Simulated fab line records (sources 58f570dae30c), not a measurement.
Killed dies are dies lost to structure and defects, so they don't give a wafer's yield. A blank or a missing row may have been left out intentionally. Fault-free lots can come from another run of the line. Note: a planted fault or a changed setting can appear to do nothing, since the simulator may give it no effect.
fab line records -- flow berkeley-cmos170
record: lots: 14, wafers: 42, last-day: 13
route steps=331 shown M2@272
lots that met no fault: from a run of the same line without faults
start-h: start of the lot's first displayed wafer, in hours after the record's first day -- wait-h: time in hours since the lot's previous step -- " same as the row above -- L1.1+2: several wafers, shown together as one row -- - no value, or no start given -- * or withheld: withheld -- < > ~ a bound
route shown NAME@n: a module of which the file shows steps, and the number in the route of the first -- usual: mean and standard deviation over wafers with no fault -- same: alike in all rows -- chamber/n: place in a boat -- sites: the reading at each site -- _std_site: the standard deviation of these -- _edge_site: outer sites' mean less inner sites' -- radius-mm: how far each site lies from the wafer's centre -- mask NAME#n: copy n -- behind: the last tool/chamber to shape the wafer -- hold: why the lot was held/for how many hours/how that ended -- device: the transistor (n, p or np) that didn't switch -- end of line: the tests these same wafers got at the end of their route -- a step with no rows: only its recipe -- killed: at the first sort, the dies lost to defects and structure; wafer yield is something else -- map: a wafer's dies, x killed, . not, _ none there
set.NAME: the setting the step ran with; set.NAME@STEP: the setting that earlier step ran with -- model.NAME: the simulator's own value behind a step, which no gauge read
one table for each step of the route and one row for each wafer, over a sample of lots
services: when a tool's chamber went out of use (start-h, in hours from the record's first day, below 0 if earlier), for how many hours, and the reason
== steps ==
step: UCB170_M2_SPUTTER_01
recipe: material: Al, target-thk-nm: 900, time-s: 120, power-w: 6000, chamber-pressure-pa: 0.5
usual: throttle-valve-pct: 30.5/1.1
lot.wafer,tool,chamber,start-h,wait-h,throttle-valve-pct
L606.2,pvd-sputter-01,-,201.83,0.0,28.3
L606.3,pvd-sputter-01,-,201.83,0.0,30.8
L606.6,pvd-sputter-01,-,201.83,0.0,30.9
L607.2,pvd-sputter-03,-,204.26,0.0,28.8
L607.3,pvd-sputter-03,-,204.26,0.0,31.9
L607.4,pvd-sputter-03,-,204.26,0.0,29.1
L608.2,pvd-sputter-01,-,220.23,0.0,30.8
L608.5,pvd-sputter-01,-,220.23,0.0,30.3
L608.6,pvd-sputter-01,-,220.23,0.0,30.8
L610.2,pvd-sputter-02,-,236.80,0.0,31.0
L610.4,pvd-sputter-02,-,236.80,0.0,29.9
L610.6,pvd-sputter-02,-,236.80,0.0,30.3
L609.1,pvd-sputter-03,-,238.74,0.0,31.9
L609.3,pvd-sputter-03,-,238.74,0.0,31.4
L609.6,pvd-sputter-03,-,238.74,0.0,31.1
L612.3,pvd-sputter-01,-,241.00,0.0,30.5
L612.5,pvd-sputter-01,-,241.00,0.0,30.6
L612.6,pvd-sputter-01,-,241.00,0.0,30.8
L613.1,pvd-sputter-02,-,241.12,0.0,29.7
L613.4,pvd-sputter-02,-,241.12,0.0,30.9
L613.5,pvd-sputter-02,-,241.12,0.0,29.8
L614.1,pvd-sputter-03,-,249.48,0.0,28.9
L614.2,pvd-sputter-03,-,249.48,0.0,28.6
L614.5,pvd-sputter-03,-,249.48,0.0,31.8
L615.2,pvd-sputter-01,-,251.38,0.0,31.0
L615.4,pvd-sputter-01,-,251.38,0.0,30.2
L615.5,pvd-sputter-01,-,251.38,0.0,30.3
L619.2,pvd-sputter-01,-,264.65,0.0,31.2
L619.3,pvd-sputter-01,-,264.65,0.0,28.3
L619.4,pvd-sputter-01,-,264.65,0.0,30.4
L618.3,pvd-sputter-02,-,264.93,0.0,30.5
L618.4,pvd-sputter-02,-,264.93,0.0,29.6
L618.5,pvd-sputter-02,-,264.93,0.0,30.6
L625.1,pvd-sputter-02,-,293.67,0.0,32.4
L625.4,pvd-sputter-02,-,293.67,0.0,29.8
L625.6,pvd-sputter-02,-,293.67,0.0,32.6
L628.1,pvd-sputter-01,-,312.48,0.0,28.2
L628.4,pvd-sputter-01,-,312.48,0.0,29.9
L628.6,pvd-sputter-01,-,312.48,0.0,30.1
L627.1,pvd-sputter-02,-,314.10,0.0,30.9
L627.2,pvd-sputter-02,-,314.10,0.0,32.2
L627.4,pvd-sputter-02,-,314.10,0.0,30.6
step: UCB170_M2_RS_MEAS_02
recipe: thk-meas-gauge: four-point-probe, reads: Al_of_M2_SPUTTER_01
usual: M2_AL_RS: 0.0322/0.00034
lot.wafer,tool,chamber,start-h,wait-h,M2_AL_RS[ohm/sq]
L606.2,film-metro-03,-,201.93,0.1,0.0319
L606.3,film-metro-03,-,201.93,0.1,0.0325
L606.6,film-metro-03,-,201.93,0.1,0.0325
L607.2,film-metro-04,-,204.37,0.1,0.0322
L607.3,film-metro-04,-,204.37,0.1,0.0325
L607.4,film-metro-04,-,204.37,0.1,0.0322
L608.2,film-metro-04,-,220.34,0.1,0.0323
L608.5,film-metro-04,-,220.34,0.1,0.0323
L608.6,film-metro-04,-,220.34,0.1,0.0321
L610.2,film-metro-02,-,236.91,0.1,0.0322
L610.4,film-metro-02,-,236.91,0.1,0.0320
L610.6,film-metro-02,-,236.91,0.1,0.0324
L609.1,film-metro-03,-,238.83,0.0,0.0327
L609.3,film-metro-03,-,238.83,0.0,0.0319
L609.6,film-metro-03,-,238.83,0.0,0.0319
L612.3,film-metro-03,-,241.12,0.1,0.0323
L612.5,film-metro-03,-,241.12,0.1,0.0326
L612.6,film-metro-03,-,241.12,0.1,0.0327
L613.1,film-metro-04,-,241.20,0.0,0.0320
L613.4,film-metro-04,-,241.20,0.0,0.0319
L613.5,film-metro-04,-,241.20,0.0,0.0320
L614.1,film-metro-02,-,249.56,0.0,0.0322
L614.2,film-metro-02,-,249.56,0.0,0.0319
L614.5,film-metro-02,-,249.56,0.0,0.0321
L615.2,film-metro-02,-,251.48,0.1,0.0316
L615.4,film-metro-02,-,251.48,0.1,0.0312
L615.5,film-metro-02,-,251.48,0.1,0.0313
L619.2,film-metro-02,-,264.76,0.1,0.0322
L619.3,film-metro-02,-,264.76,0.1,0.0320
L619.4,film-metro-02,-,264.76,0.1,0.0320
L618.3,film-metro-02,-,265.05,0.1,0.0325
L618.4,film-metro-02,-,265.05,0.1,0.0321
L618.5,film-metro-02,-,265.05,0.1,0.0324
L625.1,film-metro-04,-,293.75,0.0,0.0364
L625.4,film-metro-04,-,293.75,0.0,0.0322
L625.6,film-metro-04,-,293.75,0.0,0.0364
L628.1,film-metro-03,-,312.56,0.0,0.0323
L628.4,film-metro-03,-,312.56,0.0,0.0325
L628.6,film-metro-03,-,312.56,0.0,0.0324
L627.1,film-metro-02,-,314.18,0.0,0.0326
L627.2,film-metro-02,-,314.18,0.0,0.0370
L627.4,film-metro-02,-,314.18,0.0,0.0325
step: UCB170_M2_THK_MEAS_03
recipe: thk-meas-gauge: xrf, reads: Al_of_M2_SPUTTER_01
usual: M2_AL_THK: 890/12
lot.wafer,tool,chamber,start-h,wait-h,M2_AL_THK[nm]
L606.2,film-metro-03,-,202.04,0.1,901
L606.3,film-metro-03,-,202.04,0.1,879
L606.6,film-metro-03,-,202.04,0.1,886
L607.2,film-metro-04,-,204.48,0.1,885
L607.3,film-metro-04,-,204.48,0.1,875
L607.4,film-metro-04,-,204.48,0.1,881
L608.2,film-metro-04,-,220.45,0.1,879
L608.5,film-metro-04,-,220.45,0.1,876
L608.6,film-metro-04,-,220.45,0.1,880
L610.2,film-metro-02,-,237.02,0.1,889
L610.4,film-metro-02,-,237.02,0.1,894
L610.6,film-metro-02,-,237.02,0.1,878
L609.1,film-metro-03,-,238.95,0.1,884
L609.3,film-metro-03,-,238.95,0.1,895
L609.6,film-metro-03,-,238.95,0.1,906
L612.3,film-metro-03,-,241.22,0.1,896
L612.5,film-metro-03,-,241.22,0.1,880
L612.6,film-metro-03,-,241.22,0.1,887
L613.1,film-metro-04,-,241.32,0.1,881
L613.4,film-metro-04,-,241.32,0.1,887
L613.5,film-metro-04,-,241.32,0.1,882
L614.1,film-metro-02,-,249.68,0.1,897
L614.2,film-metro-02,-,249.68,0.1,899
L614.5,film-metro-02,-,249.68,0.1,898
L615.2,film-metro-02,-,251.59,0.1,913
L615.4,film-metro-02,-,251.59,0.1,923
L615.5,film-metro-02,-,251.59,0.1,921
L619.2,film-metro-02,-,264.87,0.1,884
L619.3,film-metro-02,-,264.87,0.1,895
L619.4,film-metro-02,-,264.87,0.1,892
L618.3,film-metro-02,-,265.15,0.1,878
L618.4,film-metro-02,-,265.15,0.1,892
L618.5,film-metro-02,-,265.15,0.1,883
L625.1,film-metro-04,-,293.87,0.1,778
L625.4,film-metro-04,-,293.87,0.1,879
L625.6,film-metro-04,-,293.87,0.1,779
L628.1,film-metro-03,-,312.68,0.1,894
L628.4,film-metro-03,-,312.68,0.1,890
L628.6,film-metro-03,-,312.68,0.1,887
L627.1,film-metro-02,-,314.30,0.1,885
L627.2,film-metro-02,-,314.30,0.1,780
L627.4,film-metro-02,-,314.30,0.1,883
step: UCB170_M2_METAL_ETCH_18
recipe: chemistry: Cl2/BCl3, target: Al, stop-on: SiO2, pressure-mtorr: 12, target-depth-a: 11700, over-etch-frac: 0.3, time-s: 195, icp-w: 600, bias-w: 120, Cl2_flow_sccm: 90, bcl3-flow-sccm: 45
usual: drypump-motor-current-A: 5.5/0.6, he-backside-leak-sccm: 3.3/0.31, oes-product-au: 0.856/0.015, throttle-valve-pct: 24.43/0.28
lot.wafer,tool,chamber,start-h,wait-h,drypump-motor-current-A,he-backside-leak-sccm,oes-product-au,rf-hours-counter-h,throttle-valve-pct
L606.2,rie-metal-03,1,203.86,-,4.9,3.3,0.847,6,24.24
L606.3,rie-metal-03,0,203.86,-,5.8,3.6,0.865,-,24.77
L606.6,rie-metal-03,1,203.86,-,4.9,3.1,0.832,-,24.24
L607.2,rie-metal-01,1,206.83,-,6.6,3.1,0.843,4,24.40
L607.3,rie-metal-01,1,206.83,-,6.7,3.1,0.844,-,24.38
L607.4,rie-metal-01,0,206.83,-,5.5,3.2,0.865,-,24.83
L608.2,rie-metal-03,1,223.56,-,4.9,3.1,0.831,7,24.24
L608.5,rie-metal-03,0,223.56,-,5.8,3.7,0.870,-,24.78
L608.6,rie-metal-03,1,223.56,-,4.9,3.1,0.843,-,24.24
L610.2,rie-metal-03,1,240.07,-,4.9,3.1,0.834,7,24.24
L610.4,rie-metal-03,0,240.07,-,5.8,3.5,0.878,-,24.77
L610.6,rie-metal-03,0,240.07,-,5.8,3.5,0.872,-,24.77
L609.1,rie-metal-01,1,241.31,-,6.7,3.2,0.844,4,24.39
L609.3,rie-metal-01,1,241.31,-,6.6,3.1,0.847,-,24.38
L609.6,rie-metal-01,1,241.31,-,6.7,3.2,0.856,-,24.39
L612.3,rie-metal-02,1,244.99,-,5.3,3.2,0.855,-,24.06
L612.5,rie-metal-02,0,244.99,-,4.8,3.5,0.831,-,24.31
L612.6,rie-metal-02,1,244.99,-,5.3,3.2,0.855,-,24.08
L613.1,rie-metal-03,0,245.53,-,5.8,3.5,0.879,4,24.76
L613.4,rie-metal-03,0,245.53,-,5.8,3.4,0.878,-,24.77
L613.5,rie-metal-03,0,245.53,-,5.8,5.9,0.878,-,24.77
L614.1,rie-metal-02,0,251.92,-,4.8,3.5,0.853,9,24.31
L614.2,rie-metal-02,1,251.92,-,5.3,3.3,0.871,1,24.07
L614.5,rie-metal-02,0,251.92,-,4.8,3.4,0.848,-,24.31
L615.2,rie-metal-01,0,253.51,-,5.5,3.3,0.875,11,24.80
L615.4,rie-metal-01,1,253.51,-,6.7,3.0,0.857,-,24.38
L615.5,rie-metal-01,0,253.51,-,5.5,3.3,0.873,-,24.81
L619.2,rie-metal-01,1,268.21,-,6.6,3.1,0.855,6,24.40
L619.3,rie-metal-01,1,268.21,-,6.6,3.1,0.852,-,24.39
L619.4,rie-metal-01,0,268.21,-,5.5,3.1,0.872,-,24.81
L618.3,rie-metal-02,1,268.54,-,5.3,3.3,0.854,-,24.08
L618.4,rie-metal-02,0,268.54,-,4.8,3.4,0.840,-,24.32
L618.5,rie-metal-02,0,268.54,-,4.8,3.5,0.846,-,24.32
L625.1,rie-metal-01,0,295.84,-,5.5,3.4,0.815,13,24.83
L625.4,rie-metal-01,0,295.84,-,5.5,3.4,0.871,-,24.81
L625.6,rie-metal-01,1,295.84,-,6.6,3.0,0.800,-,24.43
L628.1,rie-metal-03,0,315.09,-,5.8,3.5,0.871,6,24.78
L628.4,rie-metal-03,0,315.09,-,5.8,3.5,0.872,-,24.78
L628.6,rie-metal-03,0,315.09,-,5.8,3.5,0.877,-,24.76
L627.1,rie-metal-02,1,316.14,-,5.3,3.3,0.854,3,24.06
L627.2,rie-metal-02,0,316.14,-,4.8,3.5,0.787,10,24.34
L627.4,rie-metal-02,0,316.14,-,4.8,3.6,0.833,-,24.31
== services ==
tool,chamber,start-h,hours,kind
rie-metal-02,0,219.02,3.9,repair
rie-metal-01,0,256.22,9.3,repair
rie-metal-02,0,289.61,8.4,repair
rie-metal-02,-,311.98,2.8,pm
rie-metal-01,1,312.04,10.5,repair
== key ==
first-sign: step: UCB170_M2_RS_MEAS_02, reading: M2_AL_RS, direction: up, sigmas: 13, usual: 0.0322, struck: 0.0366
effect: step: UCB170_M2_THK_MEAS_03, reading: M2_AL_THK, direction: down, sigmas: 9.2, usual: 890, struck: 779
effect: step: UCB170_M2_METAL_ETCH_18, reading: oes-product-au, direction: down, sigmas: 3.7, usual: 0.856, struck: 0.801
met-at UCB170_M2_SPUTTER_01
struck-lots L625,L627
struck-wafers L625.1,L625.6,L627.2
fault: kind: process-parameter-drift, tool: pvd-sputter-02, chamber: -, onset-h: 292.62, steps: UCB170_M2_SPUTTER_01, channel: target-thk-nm, offset: -109.59, shape: step, end-h: 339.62, acts-in: these-recipes-only, stated: 900, scope: struck-wafers-only
